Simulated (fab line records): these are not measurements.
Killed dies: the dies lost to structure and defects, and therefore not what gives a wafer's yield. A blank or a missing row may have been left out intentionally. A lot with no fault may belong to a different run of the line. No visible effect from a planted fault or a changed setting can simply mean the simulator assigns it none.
A lot that was struck, set against a sound lot	flow berkeley-cmos170	14 out of 331 route steps
Sound: these wafers, L206.1, L206.2, L206.3. Wafers struck: L196.2, L196.4, L196.6. Last of all comes the cause.
Each step with rows lists, per side, the tool, then ch with its chambers, then its first start. Under that, the readings that differ: sound wafers	struck wafers	difference of the means	sigmas: that difference in standard deviations of wafers without a fault.
alike: readings with means less than 2 such deviations apart, plus words and numbers identical on both sides. not compared: withheld readings, readings lacking a value on some wafer, bounds such as >300 that could conceal the same value, and numbers that have no deviation in the record and whose values overlap.
Wherever a step has rows on one side only, a row that says differs or no value, or a row with sigmas, the two part there. When numbers do not overlap yet have no deviation, they are printed without sigmas and do not part them. A reading missing from all wafers of one side parts the sides only when that side holds two or more wafers.

first, 4 steps without rows for these wafers: UCB170_NWELL_WET_ETCH_19 (etches SiO2 in BOE, time 22 s); UCB170_PWELL_CLEAN_00 (cleans in SPM, time 600 s); UCB170_PWELL_CLEAN_01 (cleans in dHF, time 60 s); UCB170_PWELL_OXIDATION_02 (target thk 26.4 nm, ox time 1260 s).
UCB170_PWELL_THK_MEAS_03:
  struck on film-metro-01, day 3 07:34; sound on film-metro-01, day 5 11:12
  alike: PWELL_OXIDE_THK
then, 2 steps without rows for these wafers: UCB170_PWELL_ANNEAL_04 (time 900 s); UCB170_PWELL_CVD_05 (deposits Si3N4 from SiH2Cl2/NH3, target thk 220 nm, time 3300 s).
UCB170_PWELL_THK_MEAS_06:
  struck on film-metro-04, day 3 13:29; sound on film-metro-02, day 5 17:59
reading	sound	struck	difference	sigmas
PWELL_NITRIDE_THK (nm)	216.9 217.0 217.9	220.0 220.9 221.9	+3.7	+2
then, 4 steps without rows for these wafers: UCB170_PWELL_HMDS_07 (prime time 60 s); UCB170_PWELL_COAT_08 (resist thk 900 nm); UCB170_PWELL_SOFTBAKE_09 (time 60 s); UCB170_PWELL_EXPOSE_10 (exposes mask PWELL, target cd 3000 nm).
UCB170_PWELL_PEB_11:
  struck on litho-track-01, day 3 14:15; sound on litho-track-03 ch 0, day 5 18:52
  no value came back on the struck wafers for chill-plate-temp-C (C), exhaust-pa (Pa); on the sound wafers chill-plate-temp-C (C) reads 22.92 22.95 22.87
then, 1 step without rows for these wafers: UCB170_PWELL_DEVELOP_12 (develop time 45 s).

## WHERE THEY PART
Last at UCB170_PWELL_PEB_11 as far as this record goes, first at UCB170_PWELL_THK_MEAS_06.

WHY: the cause the simulator had injected
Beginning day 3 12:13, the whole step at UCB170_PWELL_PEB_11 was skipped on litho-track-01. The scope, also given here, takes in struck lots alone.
